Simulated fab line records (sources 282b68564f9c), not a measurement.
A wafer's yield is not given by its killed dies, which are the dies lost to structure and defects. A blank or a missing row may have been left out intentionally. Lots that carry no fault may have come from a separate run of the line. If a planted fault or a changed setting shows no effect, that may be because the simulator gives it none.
Which tool is to blame? | flow rit cmos | 14 lots, 42 wafers sampled, at 2 steps of a route of 202

## WHAT THE GAUGES READ, wafer by wafer
The record holds no reading of a measuring or inspecting step that can be judged against a usual standard deviation.

## TOOL THAT RAN EACH LOT (tool first, then ch and the chambers of the sampled wafers, then the start)
lot  | RIT_FOX2_WET_ETCH_03           | RIT_M1_PROBE_99
L399 | wet bench-04 ch 2, day 1 19:26 | -
L400 | wet bench-03 ch 1, day 2 01:05 | -
L401 | wet bench-02 ch 2, day 2 06:58 | -
L403 | wet bench-04 ch 3, day 2 16:38 | -
L405 | wet bench-04 ch 3, day 3 07:22 | -
L407 | wet bench-03 ch 1, day 3 12:27 | -
L409 | wet bench-03 ch 0, day 4 00:05 | -
L410 | wet bench-03 ch 2, day 4 03:37 | -
L411 | wet bench-03 ch 0, day 4 08:19 | -
L412 | wet bench-04 ch 0, day 4 16:29 | -
L415 | wet bench-02 ch 1, day 5 04:58 | prober-01, day 6 22:13
L416 | wet bench-04 ch 2, day 5 08:35 | prober-02, day 6 23:46
L418 | wet bench-02 ch 0, day 5 20:09 | -
L422 | wet bench-03 ch 2, day 6 15:36 | -
- RIT_FOX2_WET_ETCH_03: etches Si3N4 in H3PO4, target depth 195 nm, time 2700 s.
- RIT_M1_PROBE_99

## WHAT THE TOOLS THEMSELVES READ (means of the sampled wafers that have a number; where no wafer has one, the mark that the record gives instead)
RIT_FOX2_WET_ETCH_03. Usual: bath guard temp C 165.3 C, standard deviation 0.41; bath heat duty pct 27.6 %, standard deviation 3.
lot  | tool         | bath guard temp C (C) | bath heat duty pct (%) | flag
L399 | wet bench-04 | 165.6                 | 30.7                   |
L400 | wet bench-03 | 165.6                 | 24.7                   |
L401 | wet bench-02 | 165.8                 | 29.5                   |
L403 | wet bench-04 | 165.0                 | 25.8                   |
L405 | wet bench-04 | 165.0                 | 24.1                   |
L407 | wet bench-03 | 165.5                 | 24.7                   |
L409 | wet bench-03 | 165.6                 | 30.3                   |
L410 | wet bench-03 | 164.9                 | 28.2                   |
L411 | wet bench-03 | 165.5                 | 28.2                   |
L412 | wet bench-04 | 165.1                 | 30.1                   |
L415 | wet bench-02 | -                     | -                      | OFF
L416 | wet bench-04 | -                     | -                      | OFF
L418 | wet bench-02 | 164.5                 | 28.3                   |
L422 | wet bench-03 | 165.0                 | 28.8                   |

RIT_M1_PROBE_99. Usual: killed at contacts 0.0, standard deviation 0.22; killed at front end 7, standard deviation 3.2; killed dies 8, standard deviation 3.2; killed on rim 1.9, standard deviation 1.4; killed open 3.7, standard deviation 2.1; killed short 3.8, standard deviation 2.2.
lot  | tool      | killed at contacts | killed at front end | killed dies | killed on rim | killed open | killed short | flag
L415 | prober-01 | 0.0                | 264                 | 264         | 70.0          | 4.7         | 3.7          | OFF
L416 | prober-02 | 0.0                | 264                 | 264         | 70.0          | 3.7         | 5.0          | OFF

## THE ANSWER, worked out from the rows above alone
Rule: a lot counts as off when the mean over its wafers that have a number is more than 3 standard deviations away from the usual mean. Also off: a lot with no number at a reading for which 4 or more lots have one. Where the step has rows for the other lots, those lots are counted as sound. The gauges are gone through in route order, then the tools' own readings, and for those a lot's mean is taken as printed above. The first step at which some lot is off is used, and at that step the reading that is off furthest; a lot without a number counts as furthest.
Off, at RIT_FOX2_WET_ETCH_03 on bath guard temp C: L415, L416. Without a number there: L415, L416.
A tool fits if, at that step or a process step before it, it ran every lot that is off, and no sound lot after the first of them. Of those tried, none fits.

## WHAT WAS PUT IN BY THE SIMULATOR
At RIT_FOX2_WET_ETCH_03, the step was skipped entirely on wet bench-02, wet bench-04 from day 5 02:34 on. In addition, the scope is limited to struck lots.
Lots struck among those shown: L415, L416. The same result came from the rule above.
